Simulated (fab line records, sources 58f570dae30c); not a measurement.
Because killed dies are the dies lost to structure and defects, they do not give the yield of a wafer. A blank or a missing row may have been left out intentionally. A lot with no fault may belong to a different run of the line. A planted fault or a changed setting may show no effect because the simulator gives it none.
Check of tool commonality    flow berkeley cmos170    Sample size 11 lots and 33 wafers

## WHY THIS WAS OPENED
At UCB170_START_THK_MEAS_03 the reading START_OXIDE_THK is flagged on 2 of 11 lots. Wafers without a fault read 19.9 nm, standard deviation 0.4.
Rule: flag the lot when none of its wafers has a number, or when each of its wafers that has one lies beyond 4 standard deviations from that mean. The other lots count as sound.

lot   measured     on             START_OXIDE_THK (nm), wafer by wafer  flag
L610  day 1 11:43  film metro-04  20.6 20.7 20.2                        
L611  day 1 20:13  film metro-04  19.5 19.7 19.7                        
L612  day 2 00:32  film metro-04  20.0 19.9 19.8                        
L613  day 2 07:28  film metro-03  19.0 19.2 19.2                        
L614  day 2 11:03  film metro-03  19.6 20.1 20.2                        
L618  day 3 04:44  film metro-04  25.9 25.5 25.8                        FLAGGED
L617  day 3 04:44  film metro-03  25.6 25.7 25.5                        FLAGGED
L625  day 4 16:05  film metro-03  20.2 19.9 20.3                        
L626  day 4 21:31  film metro-03  20.4 20.6 20.7                        
L627  day 5 02:32  film metro-01  19.6 19.5 19.3                        
L633  day 6 08:40  film metro-01  19.9 19.8 20.0                        
Average over the flagged lots: 25.7 nm; offset from the usual +5.8 nm, equal to +14 standard deviations.

## WHICH TOOL RAN EACH LOT
The record holds 1 process step before the reading, out of a route of 331 steps. Read each cell as the tool, then ch plus the chambers that the sampled wafers visited, then the start.
lot   flag     UCB170_START_OXIDATION_02
L610           furnace-01 ch 0, day 1 10:13
L611           furnace-01 ch 0, day 1 18:43
L612           furnace-01 ch 0, day 1 22:58
L613           furnace-02 ch 0, day 2 05:58
L614           furnace-04 ch 0, day 2 09:32
L618  FLAGGED  furnace-04 ch 0, day 3 03:14
L617  FLAGGED  furnace-04 ch 0, day 3 03:14
L625           furnace-01 ch 0, day 4 14:35
L626           furnace-01 ch 0, day 4 20:01
L627           furnace-02 ch 0, day 5 01:01
L633           furnace-01 ch 0, day 6 07:10
What is done by these steps:
- UCB170_START_OXIDATION_02: target thk 20 nm, ox time 1800 s.
- UCB170_START_THK_MEAS_03

## FLAGGED AGAINST TOTAL, ONE TOOL AT A TIME (gauges that did the reading follow at the end)
step                       tool           lots run  flagged  share of the flagged lots  sound lots run after its first flagged lot
UCB170_START_OXIDATION_02  furnace-01     6         0        none                       -
UCB170_START_OXIDATION_02  furnace-02     2         0        none                       -
UCB170_START_OXIDATION_02  furnace-04     3         2        all                        0
UCB170_START_THK_MEAS_03   film metro-01  2         0        none                       -
UCB170_START_THK_MEAS_03   film metro-03  5         1        some                       2 (L625,L626)
UCB170_START_THK_MEAS_03   film metro-04  4         1        some                       0

## WHAT IS ALLOWED BY THE TABLE
In the table, 1 row covers all flagged lots: furnace-04 at UCB170_START_OXIDATION_02.
- furnace-04 at UCB170_START_OXIDATION_02 ran 3 lots, 2 of them flagged. It ran its last sound lot, L614, at day 2 09:32 and its first flagged lot, L617, at day 3 03:14: a fault with its onset between the two fits.
One tool is left: furnace-04 at UCB170_START_OXIDATION_02.

## WHAT HAD BEEN PUT IN BY THE SIMULATOR
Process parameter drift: furnace-04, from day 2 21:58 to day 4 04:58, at UCB170_START_OXIDATION_02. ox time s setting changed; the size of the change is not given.
Shown lots that were struck: L618, L617. The rule above found the same.
